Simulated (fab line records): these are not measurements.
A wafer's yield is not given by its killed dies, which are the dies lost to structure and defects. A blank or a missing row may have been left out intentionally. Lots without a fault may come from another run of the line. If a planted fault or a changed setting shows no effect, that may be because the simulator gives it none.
Which tool did it? | flow berkeleyCmos170 | 45 wafers from 15 lots sampled at 3 of the route's 331 steps

## WHAT THE GAUGES READ, wafer by wafer
UCB170_PWELL_OVL_MEAS_13.
lot  | measured    | on         | PWELL_OVL (nm)
L965 | day 3 08:56 | overlay-02 | 1 9 0
L964 | day 3 09:50 | overlay-01 | 10 13 13
L967 | day 3 20:04 | overlay-01 | 0 0 -1
L975 | day 5 18:29 | overlay-01 | 5 8 9
L979 | day 6 21:37 | overlay-01 | -4 -4 -5
L980 | day 7 03:38 | overlay-01 | 6 3 6
L982 | day 7 11:49 | overlay-01 | 6 10 1
L983 | day 7 11:34 | overlay-02 | -5 5 -4
L984 | day 7 22:10 | overlay-02 | 1 0 2
L985 | day 7 22:24 | overlay-01 | 4 7 10
L986 | day 8 07:57 | overlay-02 | 14 4 5
L987 | day 8 08:04 | overlay-02 | 1 7 1

UCB170_WELLDRIVE_THK_MEAS_02.
lot  | measured    | on           | WELLDRIVE_OXIDE_THK (nm)
L965 | day 3 21:07 | filmMetro-03 | 199.4 199.2 199.8
L964 | day 4 03:38 | filmMetro-04 | 194.0 191.9 191.7
L967 | day 4 11:37 | filmMetro-01 | 197.6 200.9 199.5
L975 | day 6 07:13 | filmMetro-03 | 197.8 203.1 199.6
L979 | day 7 10:07 | filmMetro-01 | 196.6 199.7 195.0
L980 | day 7 20:42 | filmMetro-03 | 196.2 195.4 195.9
L982 | day 8 05:05 | filmMetro-01 | 197.8 204.7 200.1
L983 | day 8 05:05 | filmMetro-04 | 195.3 195.3 194.1
L984 | day 8 15:52 | filmMetro-01 | 197.3 196.1 200.1
L985 | day 8 15:52 | filmMetro-03 | 193.5 195.7 195.9
L986 | day 8 21:07 | filmMetro-03 | 200.5 199.7 198.2
L987 | day 8 21:07 | filmMetro-04 | 199.4 197.8 197.6

## EACH LOT AND THE TOOL THAT RAN IT (in order: tool; ch and the chambers of the sampled wafers; start)
lot  | UCB170_NWELL_WET_ETCH_18
L965 | wetBench-01 ch 1, day 2 13:31
L964 | wetBench-04 ch 3, day 2 13:56
L967 | wetBench-04 ch 1, day 3 02:56
L975 | wetBench-04 ch 3, day 4 22:04
L977 | wetBench-03 ch 1, day 5 05:40
L976 | wetBench-04 ch 2, day 5 05:55
L978 | wetBench-01 ch 3, day 5 12:41
L979 | wetBench-03 ch 1, day 5 19:33
L980 | wetBench-03 ch 0, day 6 02:35
L982 | wetBench-03 ch 3, day 6 17:08
L983 | wetBench-01 ch 0, day 6 17:22
L984 | wetBench-01 ch 1, day 7 02:29
L985 | wetBench-04 ch 1, day 7 02:31
L986 | wetBench-04 ch 3, day 7 08:35
L987 | wetBench-01 ch 2, day 7 08:37
- UCB170_NWELL_WET_ETCH_18: etches Si3N4 in H3PO4, time 14400 s.

## WHAT THE TOOLS THEMSELVES READ (means of the sampled wafers that have a number; where no wafer has one, the mark that the record gives instead)
UCB170_NWELL_WET_ETCH_18.
lot  | tool        | bathGuardTempC (C) | bathHeatDutyPct (%)
L965 | wetBench-01 | 158.8              | 30
L964 | wetBench-04 | 159.0              | 27
L967 | wetBench-04 | 159.9              | 24
L975 | wetBench-04 | 159.2              | 29
L977 | wetBench-03 | -                  | -
L976 | wetBench-04 | -                  | -
L978 | wetBench-01 | -                  | -
L979 | wetBench-03 | 159.8              | 28
L980 | wetBench-03 | 159.2              | 33
L982 | wetBench-03 | 160.3              | 26
L983 | wetBench-01 | 160.3              | 21
L984 | wetBench-01 | 158.8              | 30
L985 | wetBench-04 | 159.9              | 25
L986 | wetBench-04 | 158.9              | 27
L987 | wetBench-01 | 160.3              | 33

## THE ANSWER, worked out from the rows above alone
Rule: usual is defined by the lots themselves. Put in order of their means at a reading, lots are off if they are a third of the lots or fewer, leave a main group of 4 or more, and stand apart from it by a gap of 3 or more times the standard deviation of the main group's means; of several such gaps the widest counts. The tables above print the reading to a certain number of digits; a main group whose means all agree to those digits is not used. A lot without any number at a reading at which 4 lots or more have one is off too. Where the step has rows for the other lots, those lots are counted as sound. Order of review: gauges by route order, followed by the tools' own readings, for which a lot's mean as printed above is used. At the first step where some lot is off, the reading lying furthest off is the one used; lots without a number count as furthest.
Off, at UCB170_NWELL_WET_ETCH_18 on bathGuardTempC: L977, L976, L978. Without a number there: L977, L976, L978. For the main group the mean is 159.5 C and the standard deviation 0.58.
If a tool, at that step or one of the process steps before it, ran each lot that is off and ran no sound lot following the first of them, it fits. Of those tried, none fits.

## WHAT THE SIMULATOR PUT IN
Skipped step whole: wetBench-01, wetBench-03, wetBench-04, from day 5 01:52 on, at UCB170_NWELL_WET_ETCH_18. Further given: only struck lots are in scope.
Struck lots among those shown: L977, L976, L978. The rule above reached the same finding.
